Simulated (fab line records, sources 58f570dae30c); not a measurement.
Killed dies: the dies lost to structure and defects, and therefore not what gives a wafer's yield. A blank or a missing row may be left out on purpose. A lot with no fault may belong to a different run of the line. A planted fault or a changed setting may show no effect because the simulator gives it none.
What tool caused it? || flow berkeley-cmos170 || route of 331 steps, sampled at 1 step: 14 lots, 42 wafers

## WHAT THE GAUGES SHOWED, per wafer
The record lacks any reading of a measuring or inspecting step that a usual standard deviation could be used to judge.

## WHAT TOOL EACH LOT RAN ON (gives the tool, then ch and the chambers of the sampled wafers, and finally the start)
{"lot": "L864", "UCB170_V1_DEVELOP_11": "litho-track-01 ch 0, day 7 11:00"}
{"lot": "L863", "UCB170_V1_DEVELOP_11": "litho-track-03 ch 0, day 7 11:00"}
{"lot": "L866", "UCB170_V1_DEVELOP_11": "litho-track-03 ch 0, day 8 05:00"}
{"lot": "L865", "UCB170_V1_DEVELOP_11": "litho-track-03 ch 0, day 8 05:00"}
{"lot": "L872", "UCB170_V1_DEVELOP_11": "litho-track-04 ch 0, day 9 08:00"}
{"lot": "L874", "UCB170_V1_DEVELOP_11": "litho-track-04 ch 0, day 10 00:00"}
{"lot": "L876", "UCB170_V1_DEVELOP_11": "litho-track-01 ch 0, day 10 10:00"}
{"lot": "L878", "UCB170_V1_DEVELOP_11": "litho-track-04, day 11 02:00"}
{"lot": "L879", "UCB170_V1_DEVELOP_11": "litho-track-03, day 11 03:00"}
{"lot": "L882", "UCB170_V1_DEVELOP_11": "litho-track-03 ch 0, day 11 03:00"}
{"lot": "L881", "UCB170_V1_DEVELOP_11": "litho-track-01 ch 0, day 11 03:00"}
{"lot": "L885", "UCB170_V1_DEVELOP_11": "litho-track-04 ch 0, day 12 06:00"}
{"lot": "L884", "UCB170_V1_DEVELOP_11": "litho-track-04 ch 0, day 12 06:00"}
{"lot": "L883", "UCB170_V1_DEVELOP_11": "litho-track-03 ch 0, day 12 06:00"}
- UCB170_V1_DEVELOP_11: develop time 45 s.

## AS READ BY THE TOOLS THEMSELVES (means over the sampled wafers that have a number; for cases with no such wafer, the mark the record gives instead)
UCB170_V1_DEVELOP_11. Usual: chill-plate-temp-C 23.00 C, standard deviation 0.12.
{"lot": "L864", "tool": "litho-track-01", "chill-plate-temp-C (C)": 22.99, "flag": ""}
{"lot": "L863", "tool": "litho-track-03", "chill-plate-temp-C (C)": 22.85, "flag": ""}
{"lot": "L866", "tool": "litho-track-03", "chill-plate-temp-C (C)": 23.02, "flag": ""}
{"lot": "L865", "tool": "litho-track-03", "chill-plate-temp-C (C)": 22.81, "flag": ""}
{"lot": "L872", "tool": "litho-track-04", "chill-plate-temp-C (C)": 22.97, "flag": ""}
{"lot": "L874", "tool": "litho-track-04", "chill-plate-temp-C (C)": 22.96, "flag": ""}
{"lot": "L876", "tool": "litho-track-01", "chill-plate-temp-C (C)": 23.04, "flag": ""}
{"lot": "L878", "tool": "litho-track-04", "chill-plate-temp-C (C)": "-", "flag": "OFF"}
{"lot": "L879", "tool": "litho-track-03", "chill-plate-temp-C (C)": "-", "flag": "OFF"}
{"lot": "L882", "tool": "litho-track-03", "chill-plate-temp-C (C)": 23.16, "flag": ""}
{"lot": "L881", "tool": "litho-track-01", "chill-plate-temp-C (C)": 23.04, "flag": ""}
{"lot": "L885", "tool": "litho-track-04", "chill-plate-temp-C (C)": 22.99, "flag": ""}
{"lot": "L884", "tool": "litho-track-04", "chill-plate-temp-C (C)": 23.05, "flag": ""}
{"lot": "L883", "tool": "litho-track-03", "chill-plate-temp-C (C)": 23.09, "flag": ""}

## THE ANSWER, worked out from the rows above alone
Rule: take the mean of a lot's wafers that have a number; if it is more than 3 standard deviations from the usual mean, the lot is off. A lot without any number at a reading at which 4 lots or more have one is off too. All remaining lots with rows at the step are treated as sound. Order of review: gauges by route order, followed by the tools' own readings, for which a lot's mean as printed above is used. The first step at which some lot is off is used, and at that step the reading that is off furthest; a lot without a number counts as furthest.
Off at UCB170_V1_DEVELOP_11 (chill-plate-temp-C): L878, L879. Without a number there: L878, L879.
If a tool, at that step or one of the process steps before it, ran each lot that is off and ran no sound lot following the first of them, it fits. Of those tried, none fits.

## WHAT WAS PUT IN BY THE SIMULATOR
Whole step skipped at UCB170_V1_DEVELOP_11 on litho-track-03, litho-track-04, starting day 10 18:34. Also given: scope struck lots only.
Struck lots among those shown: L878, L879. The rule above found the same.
